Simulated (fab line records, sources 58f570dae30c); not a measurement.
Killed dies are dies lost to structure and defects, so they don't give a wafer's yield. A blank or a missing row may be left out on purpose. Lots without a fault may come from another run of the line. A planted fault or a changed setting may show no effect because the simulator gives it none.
fab line records | flow berkeley_cmos170
record lots=14 wafers=42 last_day=13
route steps=331 shown SPACER@171 NSD@193 SILICIDE@211 CONTACT@222
lots that met no fault: from a run of the same line without faults
start_h: hours from the record's first day to the start of the lot's first wafer shown | wait_h: hours since the lot's step before | " the same as in the row above | L1.1+2: a row that stands for several wafers | - no value, or no start given | * or withheld: withheld | < > ~ a bound
route shown NAME@n: a module of which the file shows steps, and the number in the route of the first | usual: mean/standard deviation of fault-free wafers | same: alike in all rows | chamber/n: place in a boat | sites: the reading at each site | _std_site: their standard deviation | _edge_site: outer sites' mean less inner sites' | radius_mm: how far each site lies from the wafer's centre | mask NAME#n: copy n | behind: the tool/chamber that last shaped the wafer | hold: why the lot was held/for how many hours/how that ended | device: the transistor (n, p or np) that didn't switch | end of line: the same wafers' tests at the end of the route | a step without rows: its recipe alone | killed: dies lost to structure and defects at the first sort, not the wafer's yield | map: a wafer's dies, x killed, . not, _ none there
set.NAME: the setting as run; set.NAME@STEP: as run at that earlier step | model.NAME: the simulator's own value behind a step, which no gauge read
steps of the route over a sample of lots; a table a step, a row a wafer
services: from which hour (start_h, from the record's first day; less than 0 if before it) a tool's chamber was out of use, for how many hours, and why
## steps
# step UCB170_SPACER_CVD_00
# recipe material=SiO2 target_thk_nm=376 temp_c=390 precursor=TEOS/O2 time_s=47 rf_w=550 pressure_mtorr=9000
# usual heater_power_w=271/46
# columns lot.wafer tool chamber start_h wait_h heater_power_w
L161.1 pecvd-02 2 158.68 0.0 391
L161.3 " 1 " " 201
L161.4 " 0 " " 326
L163.3 pecvd-03 1 158.96 0.0 192
L163.4 " 2 " " 273
L163.5 " 2 " " 290
L164.1 pecvd-02 1 176.66 0.0 238
L164.4 " 0 " " 330
L164.5 " 2 " " 342
L165.4 pecvd-03 2 177.23 0.0 287
L165.5 " 0 " " 277
L165.6 " 1 " " 228
L166.2 pecvd-03 2 197.36 0.0 291
L166.5 " 1 " " 280
L166.6 " 2 " " 305
L167.4 pecvd-02 0 197.62 0.0 276
L167.5 " 2 " " 385
L167.6 " 1 " " 284
L168.2 pecvd-03 1 197.75 0.0 203
L168.5 " 2 " " 301
L168.6 " 1 " " 217
L171.1 pecvd-02 1 203.96 0.0 240
L171.2 " 2 " " 326
L171.5 " 1 " " 250
L169.1 pecvd-03 2 235.53 0.0 237
L169.2 " 0 " " 247
L169.3 " 1 " " 285
L174.1 pecvd-04 2 242.13 0.0 250
L174.2 " 0 " " 237
L174.4 " 1 " " 264
L178.3 pecvd-03 0 251.23 0.0 228
L178.4 " 1 " " 283
L178.6 " 0 " " 238
L180.2 pecvd-03 0 269.45 0.0 258
L180.4 " 1 " " 221
L180.5 " 2 " " 289
L181.1 pecvd-04 1 270.50 0.0 309
L181.2 " 2 " " 253
L181.3 " 0 " " 290
L183.1 pecvd-03 2 279.22 0.0 286
L183.2 " 1 " " 234
L183.6 " 0 " " 209
# step UCB170_NSD_CD_MEAS_06
# recipe target_cd_nm=1200
# usual cd_nm=1200.1/1.3
# columns lot.wafer tool chamber start_h wait_h cd_nm
L161.1 cd_sem-02 - 167.87 - 1199.8
L161.3 " - " " 1202.5
L161.4 " - " " 1202.2
L163.3 cd_sem-01 - 168.12 - 1200.4
L163.4 " - " " 1200.8
L163.5 " - " " 1198.5
L164.1 cd_sem-01 - 186.18 - 1200.6
L164.4 " - " " 1200.3
L164.5 " - " " 1200.1
L165.4 cd_sem-02 - 186.77 - 1198.7
L165.5 " - " " 1198.7
L165.6 " - " " 1199.4
L166.2 cd_sem-02 - 208.45 - 1201.4
L166.5 " - " " 1200.6
L166.6 " - " " 1201.6
L168.2 cd_sem-01 - 208.52 - 1200.8
L168.5 " - " " 1199.9
L168.6 " - " " 1201.1
L167.4 cd_sem-02 - 208.77 - 1201.8
L167.5 " - " " 1200.8
L167.6 " - " " 1200.8
L171.1 cd_sem-02 - 216.57 - 1199.8
L171.2 " - " " 1198.9
L171.5 " - " " 1199.4
L169.1 cd_sem-02 - 243.04 - 1200.4
L169.2 " - " " 1201.9
L169.3 " - " " 1199.8
L174.1 cd_sem-01 - 252.02 - 1196.7
L174.2 " - " " 1197.3
L174.4 " - " " 1198.2
L178.3 cd_sem-01 - 260.46 - 1198.6
L178.4 " - " " 1200.8
L178.6 " - " " 1201.7
L181.1 cd_sem-01 - 278.94 - 1198.0
L181.2 " - " " 1198.5
L181.3 " - " " 1200.0
L180.2 cd_sem-02 - 279.15 - 1200.1
L180.4 " - " " 1200.2
L180.5 " - " " 1201.2
L183.1 cd_sem-01 - 288.51 - 1202.3
L183.2 " - " " 1203.4
L183.6 " - " " 1202.7
# step UCB170_SILICIDE_SPUTTER_01
# recipe material=Ti target_thk_nm=30 time_s=25 power_w=1500 chamber_pressure_pa=0.5
# usual throttle_valve_pct=30.7/1.2
# columns lot.wafer tool chamber start_h wait_h throttle_valve_pct
L161.1 pvd_sputter-03 - 170.27 0.0 31.1
L161.3 " - " " 29.6
L161.4 " - " " 31.7
L163.3 pvd_sputter-02 - 170.48 0.0 31.2
L163.4 " - " " 29.2
L163.5 " - " " 29.6
L165.4 pvd_sputter-03 - 189.76 0.0 31.8
L165.5 " - " " 31.2
L165.6 " - " " 32.6
L164.1 pvd_sputter-02 - 190.03 0.0 30.1
L164.4 " - " " 29.2
L164.5 " - " " 28.9
L166.2 pvd_sputter-03 - 210.47 0.0 31.3
L166.5 " - " " 32.2
L166.6 " - " " 31.0
L168.2 pvd_sputter-02 - 210.65 0.0 31.5
L168.5 " - " " 31.2
L168.6 " - " " 29.1
L167.4 pvd_sputter-03 - 210.94 0.0 31.3
L167.5 " - " " 32.1
L167.6 " - " " 32.3
L171.1 pvd_sputter-03 - 218.80 0.0 31.6
L171.2 " - " " 32.2
L171.5 " - " " 31.8
L169.1 pvd_sputter-02 - 245.39 0.0 28.8
L169.2 " - " " 29.9
L169.3 " - " " 31.3
L174.1 pvd_sputter-02 - 254.13 0.0 29.3
L174.2 " - " " 29.1
L174.4 " - " " 29.6
L178.3 pvd_sputter-03 - 262.67 0.0 31.8
L178.4 " - " " 32.4
L178.6 " - " " 31.2
L181.1 pvd_sputter-01 - 281.55 0.0 29.0
L181.2 " - " " 30.3
L181.3 " - " " 31.3
L180.2 pvd_sputter-03 - 281.86 0.0 32.0
L180.4 " - " " 31.2
L180.5 " - " " 31.3
L183.1 pvd_sputter-03 - 290.58 0.0 31.6
L183.2 " - " " 32.4
L183.6 " - " " 31.9
# step UCB170_SILICIDE_RS_MEAS_02
# recipe thk_meas_gauge=four-point-probe reads=Ti_of_SILICIDE_SPUTTER_01
# usual SILICIDE_TI_RS=26.13/0.29
# columns lot.wafer tool chamber start_h wait_h SILICIDE_TI_RS[ohm/sq]
L161.1 film_metro-02 - 170.30 0.0 26.38
L161.3 " - " " 25.91
L161.4 " - " " 26.22
L163.3 film_metro-03 - 170.55 0.1 25.95
L163.4 " - " " 26.04
L163.5 " - " " 25.77
L165.4 film_metro-02 - 189.85 0.1 25.92
L165.5 " - " " 26.13
L165.6 " - " " 26.58
L164.1 film_metro-02 - 190.06 0.0 26.14
L164.4 " - " " 26.36
L164.5 " - " " 26.23
L166.2 film_metro-02 - 210.52 0.0 26.03
L166.5 " - " " 25.95
L166.6 " - " " 26.02
L168.2 film_metro-02 - 210.70 0.0 25.94
L168.5 " - " " 26.00
L168.6 " - " " 25.99
L167.4 film_metro-02 - 211.01 0.1 26.77
L167.5 " - " " 26.36
L167.6 " - " " 26.79
L171.1 film_metro-03 - 218.83 0.0 26.31
L171.2 " - " " 26.42
L171.5 " - " " 26.35
L169.1 film_metro-03 - 245.42 0.0 25.93
L169.2 " - " " 19.74
L169.3 " - " " 26.11
L174.1 film_metro-02 - 254.16 0.0 26.09
L174.2 " - " " 26.24
L174.4 " - " " 19.81
L178.3 film_metro-02 - 262.74 0.1 25.56
L178.4 " - " " 25.93
L178.6 " - " " 25.84
L181.1 film_metro-02 - 281.58 0.0 26.43
L181.2 " - " " 26.67
L181.3 " - " " 26.64
L180.2 film_metro-04 - 281.91 0.0 25.81
L180.4 " - " " 26.05
L180.5 " - " " 25.90
L183.1 film_metro-03 - 290.61 0.0 25.96
L183.2 " - " " 25.95
L183.6 " - " " 25.78
# step UCB170_SILICIDE_THK_MEAS_03
# recipe thk_meas_gauge=xrf reads=Ti_of_SILICIDE_SPUTTER_01
# usual SILICIDE_TI_THK=29.7/0.32
# columns lot.wafer tool chamber start_h wait_h SILICIDE_TI_THK[nm]
L161.1 film_metro-02 - 170.42 0.1 29.5
L161.3 " - " " 29.8
L161.4 " - " " 29.5
L163.3 film_metro-03 - 170.65 0.1 29.9
L163.4 " - " " 30.0
L163.5 " - " " 30.1
L165.4 film_metro-02 - 189.94 0.1 29.7
L165.5 " - " " 29.4
L165.6 " - " " 29.1
L164.1 film_metro-02 - 190.18 0.1 29.6
L164.4 " - " " 29.4
L164.5 " - " " 29.5
L166.2 film_metro-02 - 210.63 0.1 29.7
L166.5 " - " " 30.0
L166.6 " - " " 29.9
L168.2 film_metro-02 - 210.81 0.1 29.9
L168.5 " - " " 29.7
L168.6 " - " " 29.8
L167.4 film_metro-02 - 211.10 0.1 29.1
L167.5 " - " " 29.5
L167.6 " - " " 29.0
L171.1 film_metro-03 - 218.95 0.1 29.7
L171.2 " - " " 29.5
L171.5 " - " " 29.6
L169.1 film_metro-03 - 245.54 0.1 30.3
L169.2 " - " " 38.0
L169.3 " - " " 29.9
L174.1 film_metro-02 - 254.28 0.1 29.5
L174.2 " - " " 29.5
L174.4 " - " " 37.6
L178.3 film_metro-02 - 262.84 0.1 30.3
L178.4 " - " " 29.8
L178.6 " - " " 29.7
L181.1 film_metro-02 - 281.70 0.1 29.4
L181.2 " - " " 29.0
L181.3 " - " " 29.0
L180.2 film_metro-04 - 282.02 0.1 29.9
L180.4 " - " " 29.6
L180.5 " - " " 29.8
L183.1 film_metro-03 - 290.73 0.1 30.0
L183.2 " - " " 30.0
L183.6 " - " " 30.3
# step UCB170_CONTACT_STRIP_06
# recipe chemistry=O2 power_w=400 pressure_mtorr=3500 platen_temp_c=withheld o2_flow_sccm=400 overash_fraction=0.5
# usual drypump_motor_current_A=5.7/0.4 o2_flow_sccm=399.9/1.2 oes_product_au=0.735/0.0043 strip_time_to_endpoint_s=22.00/0.062
# columns lot.wafer tool chamber start_h wait_h drypump_motor_current_A o2_flow_sccm oes_product_au rf_hours_counter_h strip_time_to_endpoint_s
L163.3 plasma_asher-01 1 175.57 0.2 5.7 399.7 0.743 - 21.95
L163.4 " 0 " " 5.5 399.4 0.730 - 21.99
L163.5 " 0 " " 5.5 400.2 0.741 - 22.02
L161.1 plasma_asher-02 0 175.59 0.1 5.2 400.3 0.738 48 22.01
L161.3 " 0 " " 5.2 399.1 0.734 - 22.03
L161.4 " 1 " " 6.6 398.3 0.734 - 22.03
L165.4 plasma_asher-02 0 192.59 0.1 5.2 402.0 0.734 - 21.96
L165.5 " 1 " " 6.6 399.8 0.741 - 22.03
L165.6 " 0 " " 5.2 399.5 0.730 - 22.02
L164.1 plasma_asher-01 1 194.44 0.1 5.7 401.1 0.741 53 21.92
L164.4 " 1 " " 5.7 399.8 0.737 - 21.99
L164.5 " 1 " " 5.7 400.2 0.740 - 22.01
L166.2 plasma_asher-03 1 214.15 0.1 5.6 399.8 0.731 38 21.93
L166.5 " 0 " " 5.4 398.2 0.739 - 21.95
L166.6 " 1 " " 5.6 398.7 0.734 - 21.93
L168.2 plasma_asher-02 0 215.06 0.1 5.2 401.9 0.737 54 21.99
L168.5 " 0 " " 5.2 400.4 0.734 - 22.03
L168.6 " 1 " " 6.5 401.0 0.730 - 22.02
L167.4 plasma_asher-01 0 215.26 0.1 5.5 398.4 0.734 - 22.05
L167.5 " 1 " " 5.8 401.9 0.733 - 22.06
L167.6 " 0 " " 5.5 398.8 0.730 - 22.06
L171.1 plasma_asher-03 0 221.57 0.1 5.4 401.5 0.736 38 21.97
L171.2 " 1 " " 5.6 397.2 0.733 38 22.04
L171.5 " 1 " " 5.6 398.9 0.736 - 22.04
L169.1 plasma_asher-01 0 248.41 0.1 5.5 401.0 0.734 58 21.91
L169.2 " 1 " " 5.8 400.6 0.730 58 21.97
L169.3 " 0 " " 5.5 400.8 0.734 - 22.01
L174.1 plasma_asher-02 1 259.00 0.1 6.6 400.6 0.736 59 21.95
L174.2 " 0 " " 5.2 399.3 0.733 59 21.95
L174.4 " 1 " " 6.6 400.3 0.733 - 21.90
L178.3 plasma_asher-03 0 265.82 0.1 5.4 401.7 0.739 - 22.04
L178.4 " 1 " " 5.5 400.3 0.733 - 22.01
L178.6 " 0 " " 5.4 401.5 0.736 - 22.03
L181.1 plasma_asher-02 0 284.33 0.1 5.2 401.2 0.735 62 21.91
L181.2 " 1 " " 6.6 400.6 0.735 62 21.91
L181.3 " 1 " " 6.6 400.5 0.730 - 21.97
L180.2 plasma_asher-01 0 286.11 0.1 5.5 399.9 0.743 62 22.02
L180.4 " 0 " " 5.5 400.8 0.731 - 22.03
L180.5 " 0 " " 5.5 400.6 0.732 - 21.96
L183.1 plasma_asher-01 1 294.17 0.1 5.8 400.9 0.731 63 22.07
L183.2 " 0 " " 5.5 399.2 0.727 63 22.17
L183.6 " 0 " " 5.5 400.0 0.740 - 22.12
## services
# columns tool chamber start_h hours kind
pvd_sputter-01 - 137.52 5.9 repair
pecvd-03 2 146.36 4.0 repair
pecvd-03 0 149.56 20.3 repair
plasma_asher-03 - 163.89 3.9 repair
pecvd-04 - 166.72 3.0 repair
pvd_sputter-02 - 171.13 3.1 repair
pecvd-04 0 172.10 4.1 repair
plasma_asher-03 - 172.70 7.9 repair
pvd_sputter-03 - 173.20 5.5 repair
pecvd-04 - 175.19 28.1 pm
pvd_sputter-01 - 207.73 6.1 repair
pecvd-04 - 211.13 1.2 repair
plasma_asher-01 - 222.48 9.4 repair
pecvd-02 - 242.50 14.0 pm
pecvd-02 0 242.50 14.0 vent_cycle
pecvd-02 1 242.50 14.0 vent_cycle
pecvd-02 2 242.50 14.6 vent_cycle
pvd_sputter-01 - 244.71 1.3 repair
pecvd-02 2 249.77 7.4 repair
pecvd-02 0 256.50 - clean
pecvd-02 1 256.50 - clean
plasma_asher-01 - 273.88 2.3 repair
plasma_asher-01 - 291.17 1.5 repair
pecvd-04 0 292.27 4.9 repair
## key
first_sign step=UCB170_SILICIDE_RS_MEAS_02 reading=SILICIDE_TI_RS direction=down sigmas=22 usual=26.13 struck=19.78
effect step=UCB170_SILICIDE_THK_MEAS_03 reading=SILICIDE_TI_THK direction=up sigmas=25 usual=29.7 struck=37.8
met_at UCB170_SILICIDE_SPUTTER_01
struck_lots L169,L174
struck_wafers L169.2,L174.4
tester_left_out L169,L174
not_acting_at UCB170_SPACER_CVD_00,UCB170_NSD_CD_MEAS_06,UCB170_CONTACT_STRIP_06
onset_between 190.03 245.39
fault kind=process_parameter_drift tool=pvd_sputter-02 chamber=- onset_h=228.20 steps=UCB170_SILICIDE_SPUTTER_01 channel=target_thk_nm offset=7.9165 shape=step end_h=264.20 acts_in=these_recipes_only stated=30 scope=struck_wafers_only
# tester_left_out: of these lots the tester's yield and bins aren't shown, on N5 and GAA mostly nor the transistor test; their killed dies are dies lost to structure and defects alone, not to doping, threshold or leakage, so they don't give the yield
